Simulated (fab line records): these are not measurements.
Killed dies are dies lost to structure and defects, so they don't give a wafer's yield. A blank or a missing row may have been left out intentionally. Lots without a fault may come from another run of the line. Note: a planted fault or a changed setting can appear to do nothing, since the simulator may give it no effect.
fab line records ; flow ritCmos
record: lots: 15; wafers: 45; lastDay: 7
route steps=202 shown PLDD@122
lots that met no fault: from a run of the same line without faults
startH: the number of hours between the record's first day and the start of the first shown wafer of the lot ; waitH: hours elapsed since this lot's preceding step ; " the same as in the row above ; L1.1+2: a single row standing in for several wafers ; - no value, or no start was given ; * or withheld: withheld ; < > ~ a bound
route shown NAME@n: a module of which the file shows steps, and the number in the route of the first ; usual: average and standard deviation across the fault-free wafers ; same: alike in all rows ; chamber/n: place in a boat ; sites: readings site by site ; _std_site: standard deviation across them ; _edge_site: mean of outer sites minus mean of inner sites ; radiusMm: for every site, how far away it sits from the centre of the wafer ; mask NAME#n: copy n ; behind: the tool/chamber that last shaped the wafer ; hold: why the lot went on hold/how many hours it stayed there/how the hold came to an end ; device: the transistor (n, p or np) that didn't switch ; end of line: tests run on the same wafers once the route is complete ; step lacking rows: just its recipe ; killed: dies that structure and defects cost at the first sort, which is not the same as the wafer's yield ; map: a wafer's dies, x killed, . not, _ none there
set.NAME: the setting the step ran with; set.NAME@STEP: the setting that earlier step ran with ; model.NAME: the simulator's own value behind a step, which no gauge read
one table for each step of the route and one row for each wafer, over a sample of lots
services: the hour from which a tool's chamber was out of use, counted from the record's first day as startH (under 0 if before that day), plus the number of hours and why
== steps ==
step: RIT_PLDD_IMPLANT_08
recipe: species: BF2; energyKev: 20; doseCm2: 8.897e+14; tiltDeg: 7
usual: beamEnergyKeV: 20.000/0.0062; faradayCurrentUA: 2789/51
lot.wafer;tool;chamber;startH;waitH;beamEnergyKeV;faradayCurrentUA
L886.3;implanter-01;0;52.36;0.1;19.992;2824
L886.5;implanter-01;0;52.36;0.1;20.004;2716
L886.6;implanter-01;0;52.36;0.1;19.993;2753
L888.2;implanter-02;0;60.66;0.1;19.988;2745
L888.3;implanter-02;0;60.66;0.1;19.991;2820
L888.6;implanter-02;0;60.66;0.1;19.995;2820
L889.2;implanter-02;0;67.69;0.1;19.989;2831
L889.3;implanter-02;0;67.69;0.1;19.981;2753
L889.5;implanter-02;0;67.69;0.1;20.000;2793
L891.3;implanter-03;0;75.52;0.1;19.989;2789
L891.4;implanter-03;0;75.52;0.1;20.002;2796
L891.5;implanter-03;0;75.52;0.1;20.001;2880
L893.1;implanter-03;0;83.31;0.1;19.999;2827
L893.4;implanter-03;0;83.31;0.1;19.996;2802
L893.6;implanter-03;0;83.31;0.1;19.995;2841
L892.1;implanter-01;0;83.43;0.1;19.981;2788
L892.3;implanter-01;0;83.43;0.1;19.980;2713
L892.6;implanter-01;0;83.43;0.1;19.997;2839
L894.2;implanter-03;0;87.06;0.1;20.003;2816
L894.4;implanter-03;0;87.06;0.1;19.995;2857
L894.5;implanter-03;0;87.06;0.1;20.003;2812
L897.1;implanter-02;0;105.11;0.1;19.991;2747
L897.3;implanter-02;0;105.11;0.1;19.994;2731
L897.4;implanter-02;0;105.11;0.1;19.991;2745
L898.2;implanter-03;0;112.28;0.1;20.004;2807
L898.5;implanter-03;0;112.28;0.1;20.003;2710
L898.6;implanter-03;0;112.28;0.1;20.002;2789
L903.2;implanter-03;0;136.15;0.1;18.392;2816
L903.3;implanter-03;0;136.15;0.1;18.403;2782
L903.6;implanter-03;0;136.15;0.1;18.401;2793
L905.2;implanter-03;0;146.10;0.1;18.397;2730
L905.3;implanter-03;0;146.10;0.1;18.395;2891
L905.4;implanter-03;0;146.10;0.1;18.395;2829
L906.1;implanter-02;0;148.88;0.1;20.003;2818
L906.5;implanter-02;0;148.88;0.1;19.994;2843
L906.6;implanter-02;0;148.88;0.1;19.999;2777
L907.1;implanter-03;0;153.59;0.1;18.392;2817
L907.3;implanter-03;0;153.59;0.1;18.398;2867
L907.4;implanter-03;0;153.59;0.1;18.405;2716
L908.2;implanter-02;0;158.52;0.1;19.997;2759
L908.4;implanter-02;0;158.52;0.1;19.996;2933
L908.6;implanter-02;0;158.52;0.1;19.999;2779
L909.3;implanter-01;0;164.36;0.1;20.003;2787
L909.5;implanter-01;0;164.36;0.1;19.999;2863
L909.6;implanter-01;0;164.36;0.1;19.999;2676
step: RIT_PLDD_TW_MEAS_10
usual: PLDD_TW: 2348/14
lot.wafer;tool;chamber;startH;waitH;PLDD_TW
L886.3;filmMetro-03;-;52.66;0.1;2330
L886.5;filmMetro-03;-;52.66;0.1;2340
L886.6;filmMetro-03;-;52.66;0.1;2340
L888.2;filmMetro-02;-;60.97;0.1;2393
L888.3;filmMetro-02;-;60.97;0.1;2384
L888.6;filmMetro-02;-;60.97;0.1;2369
L889.2;filmMetro-03;-;68.00;0.1;2336
L889.3;filmMetro-03;-;68.00;0.1;2347
L889.5;filmMetro-03;-;68.00;0.1;2343
L891.3;filmMetro-01;-;75.82;0.1;2348
L891.4;filmMetro-01;-;75.82;0.1;2360
L891.5;filmMetro-01;-;75.82;0.1;2367
L893.1;filmMetro-03;-;83.64;0.1;2336
L893.4;filmMetro-03;-;83.64;0.1;2343
L893.6;filmMetro-03;-;83.64;0.1;2335
L892.1;filmMetro-02;-;83.76;0.1;2344
L892.3;filmMetro-02;-;83.76;0.1;2349
L892.6;filmMetro-02;-;83.76;0.1;2369
L894.2;filmMetro-03;-;87.37;0.1;2343
L894.4;filmMetro-03;-;87.37;0.1;2330
L894.5;filmMetro-03;-;87.37;0.1;2346
L897.1;filmMetro-01;-;105.44;0.1;2337
L897.3;filmMetro-01;-;105.44;0.1;2331
L897.4;filmMetro-01;-;105.44;0.1;2340
L898.2;filmMetro-02;-;112.59;0.1;2355
L898.5;filmMetro-02;-;112.59;0.1;2360
L898.6;filmMetro-02;-;112.59;0.1;2361
L903.2;filmMetro-03;-;136.46;0.1;2302
L903.3;filmMetro-03;-;136.46;0.1;2300
L903.6;filmMetro-03;-;136.46;0.1;2292
L905.2;filmMetro-01;-;146.41;0.1;2299
L905.3;filmMetro-01;-;146.41;0.1;2291
L905.4;filmMetro-01;-;146.41;0.1;2282
L906.1;filmMetro-02;-;149.20;0.1;2367
L906.5;filmMetro-02;-;149.20;0.1;2357
L906.6;filmMetro-02;-;149.20;0.1;2343
L907.1;filmMetro-03;-;153.92;0.1;2290
L907.3;filmMetro-03;-;153.92;0.1;2299
L907.4;filmMetro-03;-;153.92;0.1;2281
L908.2;filmMetro-01;-;158.83;0.1;2347
L908.4;filmMetro-01;-;158.83;0.1;2347
L908.6;filmMetro-01;-;158.83;0.1;2358
L909.3;filmMetro-01;-;164.65;0.1;2342
L909.5;filmMetro-01;-;164.65;0.1;2343
L909.6;filmMetro-01;-;164.65;0.1;2347
step: RIT_SDANNEAL_RS_MEAS_06
recipe: thkMeasGauge: four-point-probe
usual: PLDD_RS: 179.5/0.7
lot.wafer;tool;chamber;startH;waitH;PLDD_RS[ohm/sq]
L886.3;filmMetro-03;-;58.74;0.1;178.3
L886.5;filmMetro-03;-;58.74;0.1;179.1
L886.6;filmMetro-03;-;58.74;0.1;178.5
L888.2;filmMetro-03;-;67.16;0.1;179.3
L888.3;filmMetro-03;-;67.16;0.1;179.5
L888.6;filmMetro-03;-;67.16;0.1;179.2
L889.2;filmMetro-03;-;74.28;0.1;179.4
L889.3;filmMetro-03;-;74.28;0.1;178.1
L889.5;filmMetro-03;-;74.28;0.1;178.3
L891.3;filmMetro-03;-;82.33;0.1;179.5
L891.4;filmMetro-03;-;82.33;0.1;179.0
L891.5;filmMetro-03;-;82.33;0.1;178.8
L893.1;filmMetro-02;-;89.96;0.1;179.0
L893.4;filmMetro-02;-;89.96;0.1;178.9
L893.6;filmMetro-02;-;89.96;0.1;179.1
L892.1;filmMetro-01;-;91.83;0.1;181.4
L892.3;filmMetro-01;-;91.83;0.1;180.6
L892.6;filmMetro-01;-;91.83;0.1;180.6
L894.2;filmMetro-03;-;95.07;0.1;179.0
L894.4;filmMetro-03;-;95.07;0.1;179.7
L894.5;filmMetro-03;-;95.07;0.1;179.7
L897.1;filmMetro-02;-;111.86;0.1;179.2
L897.3;filmMetro-02;-;111.86;0.1;179.1
L897.4;filmMetro-02;-;111.86;0.1;179.3
L898.2;filmMetro-01;-;119.47;0.1;179.8
L898.5;filmMetro-01;-;119.47;0.1;179.0
L898.6;filmMetro-01;-;119.47;0.1;179.6
L903.2;filmMetro-02;-;142.58;0.1;184.3
L903.3;filmMetro-02;-;142.58;0.1;184.6
L903.6;filmMetro-02;-;142.58;0.1;184.5
L905.2;filmMetro-01;-;152.87;0.1;186.1
L905.3;filmMetro-01;-;152.87;0.1;185.7
L905.4;filmMetro-01;-;152.87;0.1;186.6
L906.1;filmMetro-01;-;156.88;0.1;180.8
L906.5;filmMetro-01;-;156.88;0.1;180.7
L906.6;filmMetro-01;-;156.88;0.1;180.5
L907.1;filmMetro-01;-;160.28;0.1;185.9
L907.3;filmMetro-01;-;160.28;0.1;185.4
L907.4;filmMetro-01;-;160.28;0.1;186.0
L908.2;filmMetro-02;-;165.22;0.1;179.4
L908.4;filmMetro-02;-;165.22;0.1;179.4
L908.6;filmMetro-02;-;165.22;0.1;179.3
L909.3;filmMetro-02;-;171.07;0.1;178.8
L909.5;filmMetro-02;-;171.07;0.1;179.2
L909.6;filmMetro-02;-;171.07;0.1;178.9
== services ==
tool;chamber;startH;hours;kind
implanter-03;-;41.81;1.9;repair
implanter-03;-;48.56;4.6;repair
implanter-02;-;77.75;1.7;repair
implanter-01;-;118.44;0.8;repair
implanter-01;-;140.09;1.4;repair
implanter-03;-;154.52;8.1;repair
== key ==
firstSign: step: RIT_PLDD_IMPLANT_08; reading: beamEnergyKeV; direction: down; sigmas: 99+; usual: 20.000; struck: 18.398
effect: step: RIT_PLDD_TW_MEAS_10; reading: PLDD_TW; direction: down; sigmas: 4; usual: 2348; struck: 2293
effect: step: RIT_SDANNEAL_RS_MEAS_06; reading: PLDD_RS; direction: up; sigmas: 8.6; usual: 179.5; struck: 185.4
metAt RIT_PLDD_IMPLANT_08
struckLots L903,L905,L907
testerLeftOut L903,L905,L907
onsetBetween 112.28 136.15
fault: kind: processParameterDrift; tool: implanter-03; chamber: -; onsetH: 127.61; steps: RIT_PLDD_IMPLANT_08; channel: energyKev; offset: -1.6048; shape: step; endH: 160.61; actsIn: theseRecipesOnly; stated: 20
testerLeftOut: of these lots the tester's yield and bins aren't shown, on N5 and GAA mostly nor the transistor test; their killed dies are dies lost to structure and defects alone, not to doping, threshold or leakage, so they don't give the yield
